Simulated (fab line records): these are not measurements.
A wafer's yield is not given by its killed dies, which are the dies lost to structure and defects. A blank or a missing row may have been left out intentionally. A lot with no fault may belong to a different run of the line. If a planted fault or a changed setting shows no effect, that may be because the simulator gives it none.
Which tool did it? ; flow ritCmos ; 21 wafers from 7 lots sampled at 2 of the route's 202 steps

WHAT EACH GAUGE READ, for each wafer
RIT_SDANNEAL_RS_MEAS_04: measurement is done with a four-point probe.
lot;measured;on;PSD_RS (ohm/sq)
L239;day 3 06:10;filmMetro-02;115.82 115.89 115.32
L242;day 4 01:11;filmMetro-02;115.88 116.12 115.98
L245;day 4 13:32;filmMetro-02;115.95 115.81 115.96
L247;day 5 00:18;filmMetro-02;116.08 116.12 115.94
L249;day 5 10:17;filmMetro-01;116.38 116.24 116.16
L258;day 7 10:39;filmMetro-03;115.84 115.78 116.04
L261;day 8 08:52;filmMetro-02;97.52 97.43 97.64

WHAT TOOL EACH LOT RAN ON (gives the tool, then ch and the chambers of the sampled wafers, and finally the start)
lot;RIT_SDANNEAL_RTA_03
L239;rtpAnneal-01 ch 0, day 3 06:07
L242;rtpAnneal-02 ch 0, day 4 01:07
L245;rtpAnneal-01 ch 0, day 4 13:29
L247;rtpAnneal-01 ch 0, day 5 00:14
L249;rtpAnneal-01 ch 0, day 5 10:12
L258;rtpAnneal-02 ch 0, day 7 10:35
L261;rtpAnneal-01 ch 0, day 8 08:47
- RIT_SDANNEAL_RTA_03: time 5 s.

THE ANSWER, worked out from the rows above alone
Rule: what is usual is taken from the lots themselves. Put in order of their means at a reading, lots are off if they are a third of the lots or fewer, leave a main group of 4 or more, and stand apart from it by a gap of 3 or more times the standard deviation of the main group's means; of several such gaps the widest counts. The tables above print the reading to a certain number of digits; a main group whose means all agree to those digits is not used. A lot without any number at a reading at which 4 lots or more have one is off too. The other lots that the step has rows for count as sound.
Off: L261, seen at RIT_SDANNEAL_RS_MEAS_04 (PSD_RS). The main group has a mean of 115.96 ohm/sq with a standard deviation of 0.18.
A tool fits if, at a process step before that reading, it ran every lot that is off, and no sound lot after the first of them. Those tools and the gauges at RIT_SDANNEAL_RS_MEAS_04 are tried in the same way. This does not decide it: 2 tools fit, namely rtpAnneal-01 at RIT_SDANNEAL_RTA_03 and filmMetro-02 at RIT_SDANNEAL_RS_MEAS_04.

WHAT THE SIMULATOR PUT IN
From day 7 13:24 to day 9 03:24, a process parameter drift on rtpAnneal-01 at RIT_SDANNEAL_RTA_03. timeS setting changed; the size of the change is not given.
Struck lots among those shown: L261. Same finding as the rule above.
